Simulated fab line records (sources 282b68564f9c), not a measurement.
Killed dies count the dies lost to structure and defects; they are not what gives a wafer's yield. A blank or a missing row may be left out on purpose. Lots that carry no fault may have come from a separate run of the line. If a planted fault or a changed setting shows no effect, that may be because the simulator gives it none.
Which tool was responsible? / flow rit cmos / Sampling: 15 lots, 45 wafers, 4 of 202 route steps

== WHAT EACH GAUGE READ, for each wafer ==
RIT_PWELL_OVL_MEAS_06.
lot=L493; measured=day 2 01:05; on=overlay-01; PWELL_OVL (nm)=1.5 0.5 0.6
lot=L495; measured=day 2 09:27; on=overlay-02; PWELL_OVL (nm)=0.7 2.5 0.9
lot=L496; measured=day 2 15:01; on=overlay-01; PWELL_OVL (nm)=1.4 1.3 1.0
lot=L497; measured=day 2 20:19; on=overlay-01; PWELL_OVL (nm)=0.6 0.5 -1.0
lot=L498; measured=day 3 01:11; on=overlay-02; PWELL_OVL (nm)=2.1 0.4 2.3
lot=L502; measured=day 3 19:50; on=overlay-02; PWELL_OVL (nm)=0.0 0.4 -0.5
lot=L503; measured=day 4 01:29; on=overlay-02; PWELL_OVL (nm)=2.1 2.4 2.4
lot=L505; measured=day 4 12:58; on=overlay-01; PWELL_OVL (nm)=-0.4 1.8 1.6
lot=L509; measured=day 5 06:57; on=overlay-01; PWELL_OVL (nm)=-0.5 -0.4 0.8
lot=L510; measured=day 5 12:50; on=overlay-01; PWELL_OVL (nm)=-1.2 -0.7 0.8
lot=L511; measured=day 5 18:19; on=overlay-01; PWELL_OVL (nm)=1.0 -0.3 0.1
lot=L513; measured=day 6 05:02; on=overlay-02; PWELL_OVL (nm)=1.3 3.1 3.4
lot=L514; measured=day 6 07:38; on=overlay-02; PWELL_OVL (nm)=0.3 4.2 3.5
lot=L515; measured=day 6 15:07; on=overlay-02; PWELL_OVL (nm)=3.0 3.1 3.4
lot=L516; measured=day 6 19:33; on=overlay-01; PWELL_OVL (nm)=-1.2 0.2 0.6

RIT_SDANNEAL_RS_MEAS_07: measurement is done with a four-point probe.
lot=L493; measured=day 3 05:29; on=film metro-04; NLDD_RS (ohm/sq)=151.0 151.7 150.6
lot=L495; measured=day 3 13:28; on=film metro-02; NLDD_RS (ohm/sq)=152.1 151.8 152.2
lot=L496; measured=day 3 17:46; on=film metro-02; NLDD_RS (ohm/sq)=151.8 151.3 151.8
lot=L497; measured=day 4 03:07; on=film metro-01; NLDD_RS (ohm/sq)=151.8 152.0 151.7
lot=L498; measured=day 4 04:47; on=film metro-02; NLDD_RS (ohm/sq)=150.6 150.6 151.1
lot=L502; measured=day 5 04:14; on=film metro-02; NLDD_RS (ohm/sq)=151.1 151.1 151.0
lot=L503; measured=day 5 06:08; on=film metro-02; NLDD_RS (ohm/sq)=151.7 151.4 152.0
lot=L505; measured=day 5 20:31; on=film metro-01; NLDD_RS (ohm/sq)=151.6 151.4 151.9
lot=L513; measured=day 7 15:46; on=film metro-04; NLDD_RS (ohm/sq)=152.2 152.2 152.2
lot=L514; measured=day 7 17:14; on=film metro-01; NLDD_RS (ohm/sq)=152.2 152.1 152.4
lot=L515; measured=day 8 01:35; on=film metro-02; NLDD_RS (ohm/sq)=152.2 151.6 151.7
lot=L516; measured=day 8 13:34; on=film metro-04; NLDD_RS (ohm/sq)=152.1 151.9 152.1

RIT_M1_CD_MEAS_90: target cd 2600 nm.
lot=L493; measured=day 3 10:58; on=cd sem-02; cd nm (nm)=2600 2602 2597
lot=L495; measured=day 3 18:55; on=cd sem-01; cd nm (nm)=2595 2598 2598
lot=L496; measured=day 3 23:23; on=cd sem-01; cd nm (nm)=2598 2598 2599
lot=L497; measured=day 4 08:23; on=cd sem-01; cd nm (nm)=2601 2598 2596
lot=L498; measured=day 4 10:03; on=cd sem-01; cd nm (nm)=2601 2604 2600
lot=L502; measured=day 5 09:22; on=cd sem-01; cd nm (nm)=2598 2600 2600
lot=L503; measured=day 5 11:23; on=cd sem-02; cd nm (nm)=2597 2605 2599
lot=L505; measured=day 6 01:41; on=cd sem-01; cd nm (nm)=2603 2601 2601
lot=L513; measured=day 7 21:05; on=cd sem-01; cd nm (nm)=2601 2603 2604
lot=L514; measured=day 7 22:22; on=cd sem-01; cd nm (nm)=2598 2597 2603
lot=L515; measured=day 8 06:51; on=cd sem-01; cd nm (nm)=2602 2600 2602
lot=L516; measured=day 8 18:57; on=cd sem-02; cd nm (nm)=2605 2604 2608

== EACH LOT AND THE TOOL THAT RAN IT (in order: tool; ch and the chambers of the sampled wafers; start) ==
lot=L493; RIT_GATE_DEVELOP_15=litho track-03 ch 0, day 2 16:00
lot=L495; RIT_GATE_DEVELOP_15=litho track-03 ch 0, day 2 23:00
lot=L496; RIT_GATE_DEVELOP_15=litho track-01 ch 0, day 3 04:00
lot=L497; RIT_GATE_DEVELOP_15=litho track-03 ch 0, day 3 12:00
lot=L498; RIT_GATE_DEVELOP_15=litho track-03 ch 0, day 3 15:00
lot=L502; RIT_GATE_DEVELOP_15=litho track-03 ch 0, day 4 13:00
lot=L503; RIT_GATE_DEVELOP_15=litho track-01 ch 0, day 4 16:00
lot=L505; RIT_GATE_DEVELOP_15=litho track-02 ch 0, day 5 07:00
lot=L509; RIT_GATE_DEVELOP_15=litho track-01, day 5 21:00
lot=L510; RIT_GATE_DEVELOP_15=litho track-03, day 6 03:00
lot=L511; RIT_GATE_DEVELOP_15=litho track-02, day 6 11:00
lot=L513; RIT_GATE_DEVELOP_15=litho track-03 ch 0, day 7 00:00
lot=L514; RIT_GATE_DEVELOP_15=litho track-01 ch 0, day 7 00:00
lot=L515; RIT_GATE_DEVELOP_15=litho track-02 ch 0, day 7 10:00
lot=L516; RIT_GATE_DEVELOP_15=litho track-02 ch 0, day 7 19:00
- RIT_GATE_DEVELOP_15: develop time 52.32 s.

== AS READ BY THE TOOLS THEMSELVES (means over the sampled wafers that have a number; for cases with no such wafer, the mark the record gives instead) ==
RIT_GATE_DEVELOP_15.
lot=L493; tool=litho track-03; chill plate temp C (C)=23.05
lot=L495; tool=litho track-03; chill plate temp C (C)=23.03
lot=L496; tool=litho track-01; chill plate temp C (C)=22.87
lot=L497; tool=litho track-03; chill plate temp C (C)=23.03
lot=L498; tool=litho track-03; chill plate temp C (C)=22.98
lot=L502; tool=litho track-03; chill plate temp C (C)=23.12
lot=L503; tool=litho track-01; chill plate temp C (C)=22.93
lot=L505; tool=litho track-02; chill plate temp C (C)=23.07
lot=L509; tool=litho track-01; chill plate temp C (C)=-
lot=L510; tool=litho track-03; chill plate temp C (C)=-
lot=L511; tool=litho track-02; chill plate temp C (C)=-
lot=L513; tool=litho track-03; chill plate temp C (C)=23.15
lot=L514; tool=litho track-01; chill plate temp C (C)=22.98
lot=L515; tool=litho track-02; chill plate temp C (C)=23.08
lot=L516; tool=litho track-02; chill plate temp C (C)=22.99

== THE ANSWER, worked out from the rows above alone ==
Rule: the lots themselves supply what counts as usual. Put in order of their means at a reading, lots are off if they are a third of the lots or fewer, leave a main group of 4 or more, and stand apart from it by a gap of 3 or more times the standard deviation of the main group's means; of several such gaps the widest counts. The tables above print the reading to a certain number of digits; a main group whose means all agree to those digits is not used. A lot without any number at a reading at which 4 lots or more have one is off too. All remaining lots with rows at the step are treated as sound. Order of review: gauges by route order, followed by the tools' own readings, for which a lot's mean as printed above is used. At the first step where some lot is off, the reading lying furthest off is the one used; lots without a number count as furthest.
Off at RIT_GATE_DEVELOP_15 (chill plate temp C): L509, L510, L511. Without a number there: L509, L510, L511. For the main group the mean is 23.02 C and the standard deviation 0.076.
If a tool, at that step or one of the process steps before it, ran each lot that is off and ran no sound lot following the first of them, it fits. Of those tried, none fits.

== WHAT WAS PUT IN BY THE SIMULATOR ==
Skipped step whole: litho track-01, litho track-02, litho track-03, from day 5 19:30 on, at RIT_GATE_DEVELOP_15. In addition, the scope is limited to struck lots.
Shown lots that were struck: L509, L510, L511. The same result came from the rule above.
